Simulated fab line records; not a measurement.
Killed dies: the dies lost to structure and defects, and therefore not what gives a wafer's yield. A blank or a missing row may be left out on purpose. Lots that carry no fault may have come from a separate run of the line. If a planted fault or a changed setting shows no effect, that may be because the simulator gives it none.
Which tool is to blame?    flow berkeley_cmos170    Sampling: 24 lots, 72 wafers, 6 of 331 route steps

WHAT EACH GAUGE READ, for each wafer
UCB170_V2_CD_MEAS_90: the cd target is 700 nm. Usual: cd_nm 700.0 nm, standard deviation 1.6.
lot   measured      on         cd_nm (nm)         flag
L075  day 9 05:05   cd_sem-02  700.0 699.8 702.2  
L074  day 9 06:47   cd_sem-01  698.6 698.2 697.6  
L077  day 9 08:32   cd_sem-02  698.4 701.0 700.7  
L078  day 9 08:58   cd_sem-01  699.2 700.0 699.5  
L076  day 9 12:32   cd_sem-02  697.4 697.5 698.6  
L080  day 9 20:36   cd_sem-02  703.3 700.3 703.1  
L079  day 10 01:32  cd_sem-02  702.7 703.5 701.5  
L081  day 10 01:47  cd_sem-01  699.3 699.1 699.7  
L082  day 10 17:31  cd_sem-01  700.8 702.0 701.8  
L088  day 11 06:10  cd_sem-02  699.6 699.5 700.5  
L084  day 11 11:29  cd_sem-01  699.0 698.0 698.7  
L086  day 11 12:28  cd_sem-02  698.6 698.6 698.1  
L087  day 11 12:44  cd_sem-02  699.7 699.7 699.8  
L083  day 11 13:37  cd_sem-02  702.8 702.1 698.8  
L085  day 11 14:08  cd_sem-01  699.1 699.7 699.5  
L094  day 11 23:55  cd_sem-01  701.7 701.4 702.3  
L092  day 12 03:02  cd_sem-02  701.1 701.5 700.6  
L093  day 12 07:42  cd_sem-01  700.9 700.6 701.3  
L089  day 12 08:23  cd_sem-02  698.9 700.2 699.7  
L091  day 12 11:50  cd_sem-01  701.0 700.5 700.7  
L090  day 12 13:25  cd_sem-01  700.6 698.5 701.7  
L095  day 12 18:41  cd_sem-02  699.7 699.4 697.9  
L096  day 13 00:04  cd_sem-01  698.0 698.7 699.6  
L097  day 13 01:24  cd_sem-02  697.3 696.3 698.8  

UCB170_M3_CD_MEAS_15: the cd target is 700 nm. Usual: cd_nm 700.7 nm, standard deviation 1.3.
lot   measured      on         cd_nm (nm)         flag
L075  day 9 09:16   cd_sem-01  701.0 700.2 700.4  
L074  day 9 09:50   cd_sem-01  698.5 700.5 699.8  
L077  day 9 11:37   cd_sem-02  698.4 700.8 699.7  
L078  day 9 11:53   cd_sem-01  699.6 700.5 701.3  
L076  day 9 14:39   cd_sem-02  697.3 697.9 697.2  
L080  day 9 23:19   cd_sem-01  700.8 699.8 701.0  
L079  day 10 04:45  cd_sem-02  703.1 702.5 702.9  
L081  day 10 05:01  cd_sem-01  701.2 701.6 702.7  
L082  day 10 20:17  cd_sem-02  700.9 701.3 700.0  
L088  day 11 08:58  cd_sem-01  701.5 702.1 700.7  
L084  day 11 14:42  cd_sem-01  699.3 699.0 699.1  
L086  day 11 15:25  cd_sem-01  702.0 700.4 701.7  
L087  day 11 15:41  cd_sem-01  699.0 699.3 698.8  
L083  day 11 16:54  cd_sem-01  701.0 702.8 702.7  
L085  day 11 17:17  cd_sem-02  702.0 701.3 702.2  
L094  day 12 02:21  cd_sem-01  701.1 701.6 701.2  
L092  day 12 06:55  cd_sem-02  701.7 700.3 702.0  
L093  day 12 11:05  cd_sem-02  700.4 700.5 699.9  
L089  day 12 11:10  cd_sem-01  700.3 699.3 699.4  
L091  day 12 14:32  cd_sem-01  699.6 701.1 699.0  
L090  day 12 15:28  cd_sem-02  701.0 700.8 700.3  
L095  day 12 21:21  cd_sem-02  701.3 701.7 702.9  
L096  day 13 02:15  cd_sem-01  701.0 701.8 701.5  
L097  day 13 04:07  cd_sem-01  700.2 702.0 702.0  

UCB170_M3_OVL_MEAS_16. Usual: M3_OVL gives 2 nm (standard deviation 6.1).
lot   measured      on          M3_OVL (nm)  flag
L075  day 9 09:22   overlay-02  1 4 -11      
L074  day 9 09:58   overlay-01  0 4 -2       
L077  day 9 11:44   overlay-02  2 5 9        
L078  day 9 12:01   overlay-02  -8 6 0       
L076  day 9 14:44   overlay-02  3 3 2        
L080  day 9 23:26   overlay-01  -2 1 0       
L079  day 10 04:52  overlay-01  -5 3 4       
L081  day 10 05:08  overlay-01  1 7 -1       
L082  day 10 20:25  overlay-01  -8 8 10      
L088  day 11 09:02  overlay-01  6 -1 9       
L084  day 11 14:49  overlay-01  6 -1 11      
L086  day 11 15:32  overlay-01  6 1 -4       
L087  day 11 15:48  overlay-01  -11 -5 5     
L083  day 11 16:59  overlay-01  -8 4 -4      
L085  day 11 17:24  overlay-02  6 12 3       
L094  day 12 02:28  overlay-02  13 17 12     
L092  day 12 07:02  overlay-01  5 -5 11      
L093  day 12 11:11  overlay-01  -1 3 9       
L089  day 12 11:16  overlay-01  -2 5 -7      
L091  day 12 14:40  overlay-02  -5 -1 -4     
L090  day 12 15:35  overlay-02  7 -8 3       
L095  day 12 21:28  overlay-01  10 -5 3      
L096  day 13 02:22  overlay-01  -4 -1 -3     
L097  day 13 04:13  overlay-01  3 -2 6       

UCB170_M3_BOW_MEAS_20. Usual: M3_BOW gives 35 um (standard deviation 6.8).
lot   measured      on             M3_BOW (um)  flag
L075  day 9 09:52   film_metro-02  32 25 29     
L074  day 9 10:26   film_metro-03  38 30 42     
L077  day 9 12:13   film_metro-03  41 29 51     
L078  day 9 12:30   film_metro-01  37 40 40     
L076  day 9 15:15   film_metro-03  29 36 34     
L080  day 9 23:55   film_metro-01  48 39 31     
L079  day 10 05:26  film_metro-03  34 31 33     
L081  day 10 05:38  film_metro-01  40 33 25     
L082  day 10 20:53  film_metro-02  40 43 41     
L088  day 11 09:34  film_metro-02  40 39 32     
L084  day 11 15:23  film_metro-03  39 32 28     
L086  day 11 16:01  film_metro-02  34 29 22     
L087  day 11 16:17  film_metro-02  29 39 43     
L083  day 11 17:33  film_metro-02  30 35 43     
L085  day 11 17:55  film_metro-03  35 42 26     
L094  day 12 02:58  film_metro-01  32 37 31     
L092  day 12 07:31  film_metro-01  28 37 30     
L093  day 12 11:41  film_metro-01  33 34 29     
L089  day 12 11:46  film_metro-02  36 27 39     
L091  day 12 15:08  film_metro-01  31 44 39     
L090  day 12 16:04  film_metro-01  35 35 36     
L095  day 12 21:58  film_metro-02  36 38 38     
L096  day 13 02:52  film_metro-01  23 34 29     
L097  day 13 04:43  film_metro-03  49 30 37     

WHAT TOOL EACH LOT RAN ON (gives the tool, then ch and the chambers of the sampled wafers, and finally the start)
lot   UCB170_M3_STRIP_07                    UCB170_M3_METAL_ETCH_18
L075  plasma_asher-03 ch 0,1, day 9 06:17   rie_metal-04 ch 0,1, day 9 09:26
L074  plasma_asher-03 ch 0,1, day 9 07:41   rie_metal-02 ch 0,1, day 9 10:02
L077  plasma_asher-04 ch 0, day 9 09:43     rie_metal-02 ch 0,1, day 9 11:49
L078  plasma_asher-04 ch 0,1, day 9 10:10   rie_metal-03 ch 0,1, day 9 12:05
L076  plasma_asher-04 ch 0,1, day 9 13:26   rie_metal-02 ch 0,1, day 9 14:52
L080  plasma_asher-01 ch 0,1, day 9 21:39   rie_metal-04 ch 0,1, day 9 23:31
L079  plasma_asher-03 ch 0,1, day 10 02:26  rie_metal-03 ch 0,1, day 10 04:56
L081  plasma_asher-01 ch 0,1, day 10 02:41  rie_metal-02 ch 0,1, day 10 05:12
L082  plasma_asher-03 ch 0,1, day 10 18:25  rie_metal-02 ch 0,1, day 10 20:29
L088  plasma_asher-04 ch 0,1, day 11 07:36  rie_metal-04 ch 0,1, day 11 09:10
L084  plasma_asher-03 ch 0,1, day 11 12:45  rie_metal-04 ch 1, day 11 14:53
L086  plasma_asher-03 ch 0,1, day 11 13:39  rie_metal-02 ch 1, day 11 15:37
L087  plasma_asher-03 ch 0,1, day 11 14:08  rie_metal-03 ch 0,1, day 11 15:53
L083  plasma_asher-03 ch 0,1, day 11 14:47  rie_metal-04 ch 0,1, day 11 17:07
L085  plasma_asher-01 ch 0,1, day 11 15:08  rie_metal-02 ch 0,1, day 11 17:28
L094  plasma_asher-01 ch 0,1, day 12 00:47  rie_metal-02 ch 0,1, day 12 02:32
L092  plasma_asher-03 ch 0,1, day 12 04:14  rie_metal-04 ch 0,1, day 12 07:07
L093  plasma_asher-04 ch 0,1, day 12 08:53  rie_metal-04 ch 0,1, day 12 11:16
L089  plasma_asher-03 ch 0,1, day 12 09:47  rie_metal-02 ch 0,1, day 12 11:20
L091  plasma_asher-04 ch 0,1, day 12 13:25  rie_metal-04 ch 0,1, day 12 14:44
L090  plasma_asher-03 ch 0,1, day 12 14:19  rie_metal-02 ch 0,1, day 12 15:40
L095  plasma_asher-03 ch 0,1, day 12 19:37  rie_metal-03 ch 0,1, day 12 21:33
L096  plasma_asher-03 ch 0,1, day 13 00:56  rie_metal-04 ch 0,1, day 13 02:26
L097  plasma_asher-01 ch 0,1, day 13 02:34  rie_metal-03 ch 0,1, day 13 04:17
- UCB170_M3_STRIP_07: strips in O2.
- UCB170_M3_METAL_ETCH_18: etches Al in Cl2/BCl3, stops on SiO2, target depth 1170 nm, time 195 s.

AS READ BY THE TOOLS THEMSELVES (means over the sampled wafers that have a number; for cases with no such wafer, the mark the record gives instead)
UCB170_M3_STRIP_07. Usual: drypump_motor_current_A 5.9 A, standard deviation 0.62; oes_product_au 0.735 a.u., standard deviation 0.0041; strip_time_to_endpoint_s 21.99 s, standard deviation 0.075.
lot   tool             drypump_motor_current_A (A)  oes_product_au (a.u.)  strip_time_to_endpoint_s (s)  flag
L075  plasma_asher-03  5.8                          0.734                  22.03                         
L074  plasma_asher-03  5.8                          0.741                  21.92                         
L077  plasma_asher-04  5.1                          0.735                  21.94                         
L078  plasma_asher-04  6.2                          0.736                  22.01                         
L076  plasma_asher-04  6.2                          0.735                  21.87                         
L080  plasma_asher-01  5.5                          0.736                  21.99                         
L079  plasma_asher-03  5.8                          0.733                  21.96                         
L081  plasma_asher-01  5.5                          0.734                  22.00                         
L082  plasma_asher-03  6.2                          0.731                  21.89                         
L088  plasma_asher-04  5.6                          0.736                  21.98                         
L084  plasma_asher-03  6.2                          0.737                  22.02                         
L086  plasma_asher-03  5.8                          0.734                  21.92                         
L087  plasma_asher-03  6.2                          0.733                  22.05                         
L083  plasma_asher-03  5.8                          0.739                  22.05                         
L085  plasma_asher-01  5.5                          0.735                  22.04                         
L094  plasma_asher-01  5.5                          0.734                  21.94                         
L092  plasma_asher-03  5.8                          0.733                  22.02                         
L093  plasma_asher-04  6.2                          0.733                  21.95                         
L089  plasma_asher-03  6.1                          0.734                  21.97                         
L091  plasma_asher-04  5.6                          0.729                  21.98                         
L090  plasma_asher-03  5.8                          0.733                  22.17                         
L095  plasma_asher-03  6.1                          0.734                  22.02                         
L096  plasma_asher-03  6.2                          0.733                  22.10                         
L097  plasma_asher-01  5.6                          0.732                  21.96                         

UCB170_M3_METAL_ETCH_18. Usual: drypump_motor_current_A 5.7 A, standard deviation 0.34; oes_product_au 0.869 a.u., standard deviation 0.012; throttle_valve_pct 24.38 %, standard deviation 0.16.
lot   tool          drypump_motor_current_A (A)  oes_product_au (a.u.)  throttle_valve_pct (%)  flag
L075  rie_metal-04  6.0                          0.871                  24.52                   
L074  rie_metal-02  5.5                          0.869                  24.30                   
L077  rie_metal-02  5.6                          0.875                  24.22                   
L078  rie_metal-03  5.4                          0.854                  24.47                   
L076  rie_metal-02  5.5                          0.871                  24.31                   
L080  rie_metal-04  6.0                          0.874                  24.51                   
L079  rie_metal-03  5.5                          0.857                  24.44                   
L081  rie_metal-02  5.5                          0.871                  24.30                   
L082  rie_metal-02  5.6                          0.863                  24.23                   
L088  rie_metal-04  6.0                          0.876                  24.51                   
L084  rie_metal-04  5.8                          0.868                  24.63                   
L086  rie_metal-02  5.7                          0.870                  24.14                   
L087  rie_metal-03  5.5                          0.851                  24.45                   
L083  rie_metal-04  6.1                          0.872                  24.40                   
L085  rie_metal-02  5.5                          0.874                  24.32                   
L094  rie_metal-02  5.6                          0.880                  24.22                   
L092  rie_metal-04  6.1                          0.878                  24.40                   
L093  rie_metal-04  6.0                          0.869                  24.52                   
L089  rie_metal-02  5.5                          0.873                  24.29                   
L091  rie_metal-04  6.2                          0.864                  24.41                   
L090  rie_metal-02  5.5                          0.878                  24.30                   
L095  rie_metal-03  5.4                          0.848                  24.46                   
L096  rie_metal-04  6.0                          0.876                  24.52                   
L097  rie_metal-03  5.5                          0.861                  24.45                   

THE ANSWER, worked out from the rows above alone
Rule: a lot counts as off when the mean over its wafers that have a number is more than 3 standard deviations away from the usual mean. A lot without any number at a reading at which 4 lots or more have one is off too. Where the step has rows for the other lots, those lots are counted as sound. The gauges are gone through in route order, then the tools' own readings, and for those a lot's mean is taken as printed above. The first step at which some lot is off is used, and at that step the reading that is off furthest; a lot without a number counts as furthest.
None of the lots is off at any reading shown; this tells nothing.

WHAT HAD BEEN PUT IN BY THE SIMULATOR
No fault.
